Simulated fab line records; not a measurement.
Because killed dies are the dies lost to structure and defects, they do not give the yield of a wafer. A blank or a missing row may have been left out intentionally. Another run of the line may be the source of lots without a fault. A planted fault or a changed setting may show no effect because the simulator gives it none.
Split-lot experiment	flow berkeleyCmos170	23 wafers read from 5 lots, route of 331 steps

== THE SPLIT ITSELF ==
At UCB170_GATE_COAT_07 (resist thk 900 nm), the setting spinRpm was moved away from the recipe's 1500 rpm on 9 of the 23 wafers read, by -6.7% to +5.7%. For the rest of the wafers, this setting stayed at what the recipe calls for.

The reading is taken at the split's own step.

== THE READING ==
KrF_of_GATE_COAT_07.thkNm (the simulator's own value, which no gauge read), in nm, at UCB170_GATE_COAT_07 (resist thk 900 nm). There is no usual value for it anywhere in the file. Here, 14 wafers ran the recipe; their average is 900.6 nm with a standard deviation of 2.2 nm.

wafer	tool, chamber at the split	spinRpm as run, rpm	against the recipe	KrF_of_GATE_COAT_07.thkNm, nm	against lot-mates on the recipe
L076.1	lithoTrack-03, 0	1500	recipe	901.5	-
L076.2	lithoTrack-03, 0	1500	recipe	896.5	-
L076.3	lithoTrack-03, 0	1500	recipe	900.4	-
L076.5	lithoTrack-03, 0	1500	recipe	901.8	-
L076.6	lithoTrack-03, 0	1500	recipe	901.1	-
L074.1	lithoTrack-02, 0	1500	recipe	902.2	-
L074.2	lithoTrack-02, 0	1436	-4.3%	923.9	+21.8
L074.3	lithoTrack-02, 0	1436	-4.3%	924.8	+22.7
L074.4	lithoTrack-02, 0	1436	-4.3%	925.2	+23.1
L074.5	lithoTrack-02, 0	1500	recipe	902	-
L079.1	lithoTrack-03, 0	1400	-6.7%	932	+28.4
L079.2	lithoTrack-03, 0	1500	recipe	904	-
L079.3	lithoTrack-03, 0	1400	-6.7%	933.9	+30.2
L079.4	lithoTrack-03, 0	1500	recipe	903.3	-
L079.6	lithoTrack-03, 0	1400	-6.7%	935.9	+32.2
L083.2	lithoTrack-01, 0	1586	+5.7%	873.6	-27.4
L083.3	lithoTrack-01, 0	1586	+5.7%	875	-26.0
L083.4	lithoTrack-01, 0	1500	recipe	899.3	-
L083.5	lithoTrack-01, 0	1586	+5.7%	872.7	-28.2
L083.6	lithoTrack-01, 0	1500	recipe	902.6	-
L082.1	lithoTrack-02, 0	1500	recipe	897.2	-
L082.2	lithoTrack-02, 0	1500	recipe	897.8	-
L082.6	lithoTrack-02, 0	1500	recipe	899.2	-

THE FIT
A straight line over all 23 wafers: KrF_of_GATE_COAT_07.thkNm changes by -4.98 nm for each +1% of spinRpm; r = -0.99; the points scatter about the line by 2.2 nm.
The same after taking each lot's own level away (the mean of its wafers on the recipe; 23 wafers): -4.74 nm for each +1%; r = -1.00; scatter 1.7 nm.
According to that fit, moving spinRpm by its largest amount changes the reading by 32 nm.
Across the lots, their own levels run from 898.07 to 903.65 nm, a range of 2.5 times the standard deviation given above.
The two slopes are in agreement: the lot-to-lot level therefore moves the slope only a little.
Check: +32.5 nm against its lot-mates is what the line predicts for one of the wafers moved furthest among these (-6.7%) when that wafer is left out of the fit. Against them it came out at +28.4 nm.

== OTHER SPLITS ON THESE WAFERS ==
Other splits were also applied to these wafers ahead of the reading. Each is held against what the fit with the lots' levels taken away leaves over:
other split on the same wafers	wafers away from the commonest value	r with KrF_of_GATE_COAT_07.thkNm (lot level and that fit taken away)
UCB170_NWELL_CVD_04 tempC	15	-0.13
UCB170_NWELL_ETCH_13 timeS	10	-0.16
UCB170_WELLDRIVE_OXIDATION_01 tempC	15	+0.43
UCB170_ACTIVE_STRIP_16 powerW	6	+0.12
UCB170_FIELD_OXIDATION_01 oxTimeS	10	+0.00
UCB170_PVT_IMPLANT_07 doseCm2	11	-0.25

== THE FILE'S OWN FIT ==
KrF_of_GATE_COAT_07.thkNm changes by -4.75 nm for each +1% of spinRpm, r = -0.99.
